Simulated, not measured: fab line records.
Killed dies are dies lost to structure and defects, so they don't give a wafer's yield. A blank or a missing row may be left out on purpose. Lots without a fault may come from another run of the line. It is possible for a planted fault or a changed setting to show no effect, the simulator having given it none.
Which tool is to blame? ; flow berkeleyCmos170 ; 7 lots, 21 wafers sampled, at 2 steps of a route of 331

## WHAT EACH GAUGE READ, for each wafer
UCB170_PSD_CD_MEAS_06: the cd target is 1200 nm.
lot;measured;on;cdNm (nm)
L232;day 7 15:09;cdSem-02;1201.3 1198.1 1199.3
L235;day 7 23:11;cdSem-02;1200.0 1200.1 1199.2
L240;day 9 02:29;cdSem-02;1198.6 1200.0 1196.7
L245;day 9 21:19;cdSem-02;1200.4 1201.0 1200.6
L244;day 9 21:39;cdSem-02;1223.1 1224.4 1223.4
L242;day 10 02:50;cdSem-02;1217.3 1216.9 1217.7
L254;day 11 20:32;cdSem-02;1197.9 1197.9 1197.2

## EACH LOT AND THE TOOL THAT RAN IT (in order: tool; ch and the chambers of the sampled wafers; start)
lot;UCB170_PSD_PEB_04
L232;lithoTrack-02 ch 0, day 7 14:53
L235;lithoTrack-03 ch 0, day 7 22:55
L240;lithoTrack-01 ch 0, day 9 02:00
L245;lithoTrack-02 ch 0, day 9 21:02
L244;lithoTrack-02 ch 0, day 9 21:23
L242;lithoTrack-02 ch 0, day 10 02:34
L254;lithoTrack-01 ch 0, day 11 20:16
- UCB170_PSD_PEB_04

## THE ANSWER, worked out from the rows above alone
Rule: what is usual is taken from the lots themselves. Put in order of their means at a reading, lots are off if they are a third of the lots or fewer, leave a main group of 4 or more, and stand apart from it by a gap of 3 or more times the standard deviation of the main group's means; of several such gaps the widest counts. If all means in a main group match to the digits the tables above print for the reading, that group is not used. A lot without any number at a reading at which 4 lots or more have one is off too. Where the step has rows for the other lots, those lots are counted as sound.
Off: L244, L242 (UCB170_PSD_CD_MEAS_06, cdNm). For the main group the mean is 1199.2 nm and the standard deviation 1.1.
If a tool, at a process step before that reading, ran all the lots that are off and no sound lot after the first of them, it fits. Those tools and the gauges at UCB170_PSD_CD_MEAS_06 are tried in the same way. One candidate fits, namely lithoTrack-02 at UCB170_PSD_PEB_04. Its last sound lot is L245 (day 9 21:02), its first lot that is off L244 (day 9 21:23): a fault that began between those two fits.

## WHAT WAS PUT IN BY THE SIMULATOR
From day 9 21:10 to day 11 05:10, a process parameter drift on lithoTrack-02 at UCB170_PSD_PEB_04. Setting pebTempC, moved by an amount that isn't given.
Shown lots that were struck: L244, L242. The same result came from the rule above.
